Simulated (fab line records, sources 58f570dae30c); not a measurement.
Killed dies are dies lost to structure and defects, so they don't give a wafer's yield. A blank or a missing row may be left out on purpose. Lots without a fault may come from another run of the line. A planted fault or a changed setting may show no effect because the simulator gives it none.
A struck lot beside a sound one | flow berkeley_cmos170 | 17 steps out of a route of 331
Sound: wafers L427.2, L427.3, L427.6. Struck: wafers L430.1, L430.3, L430.5. The cause comes at the end.
At each step with rows: each side's tool, then ch and its chambers, then its first start. Under that, the readings that differ: sound wafers | struck wafers | difference of the means | sigmas: that difference in standard deviations of wafers without a fault.
alike: readings whose means differ by less than 2 such deviations, and words and numbers that are the same on both sides. not compared: withheld readings, readings that some wafer has no value for, bounds like >300 that may hide the same value, and numbers for which the record gives no deviation and whose values overlap.
The two part at a step that has a row with sigmas, a row that says differs or no value, or rows on one side only. Numbers that don't overlap but have no deviation are shown without sigmas and don't part them. A reading that every wafer of one side lacks parts them only if that side has two wafers or more.

first, 1 step without rows for these wafers: UCB170_NLDD_IMPLANT_09.
UCB170_NLDD_STRIP_10: strips in O2.
  sound on plasma_asher-02 ch 1, day 8 00:33; struck on plasma_asher-04 ch 0,1, day 8 20:49
  alike: drypump_motor_current_A, oes_product_au, strip_time_to_endpoint_s
  not compared: rf_hours_counter_h
UCB170_NLDD_TW_MEAS_11:
  sound on film_metro-04, day 8 00:40; struck on film_metro-03, day 8 20:55
  alike: NLDD_TW
then, 1 step without rows for these wafers: UCB170_NLDD_CLEAN_12 (cleans in SPM, time 600 s).
UCB170_SPACER_CVD_00: deposits SiO2 from TEOS/O2, target thk 376 nm, time 47 s.
  sound on pecvd-03 ch 1,2, day 8 00:53; struck on pecvd-02 ch 0,1, day 8 21:09
  alike: heater_power_w, susceptor_temp_C
UCB170_SPACER_THK_MEAS_01:
  sound on film_metro-04, day 8 00:56; struck on film_metro-04, day 8 21:11
  alike: SPACER_TEOS_THK
then, 1 step without rows for these wafers: UCB170_SPACER_ANNEAL_02 (time 1800 s).
UCB170_SPACER_ETCHBACK_03: etches SiO2 in CHF3/CF4/Ar, stops on Si, target depth 376 nm, time 100 s.
  sound on rie_diel-02 ch 0,2,3, day 8 10:12; struck on rie_diel-03 ch 1,2, day 9 02:55
  alike: drypump_motor_current_A, oes_product_au, throttle_valve_pct
  not compared: rf_hours_counter_h
then, 4 steps without rows for these wafers: UCB170_PSD_HMDS_00 (prime time 60 s); UCB170_PSD_COAT_01 (resist thk 900 nm); UCB170_PSD_SOFTBAKE_02 (time 60 s); UCB170_PSD_EXPOSE_03 (exposes mask PSELECT MOD, target cd 1200 nm).
UCB170_PSD_PEB_04:
  sound on litho_track-04 ch 0, day 8 11:07; struck on litho_track-02 ch 0, day 9 04:55
  reading                  | sound                | struck               | difference | sigmas
  heater_power_total_W (W) | 56.78 56.79 56.86    | 57.58 57.57 57.60    | +0.77      | +18
  plate_temp_C (C)         | 130.07 129.97 130.07 | 131.38 131.11 131.40 | +1.26      | +9
then, 1 step without rows for these wafers: UCB170_PSD_DEVELOP_05 (develop time 45 s).
UCB170_PSD_CD_MEAS_06: target cd 1200 nm.
  sound on cd_sem-01, day 8 11:23; struck on cd_sem-01, day 9 05:13
  reading    | sound                | struck               | difference | sigmas
  cd_nm (nm) | 1198.7 1198.6 1199.3 | 1209.2 1207.0 1207.5 | +9.0       | +8
UCB170_PSD_OVL_MEAS_07:
  sound on overlay-02, day 8 11:29; struck on overlay-01, day 9 05:20
  alike: PSD_OVL
then, 1 step without rows for these wafers: UCB170_M3_PROBE_99.

WHERE THEY PART
First at UCB170_PSD_PEB_04; last, within this record, at UCB170_PSD_CD_MEAS_06. Later steps at which nothing parts them and some readings are alike: UCB170_PSD_OVL_MEAS_07.

WHY: what the simulator had put in
Process parameter drift: litho_track-02, from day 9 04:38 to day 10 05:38, at UCB170_PSD_PEB_04. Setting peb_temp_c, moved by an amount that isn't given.
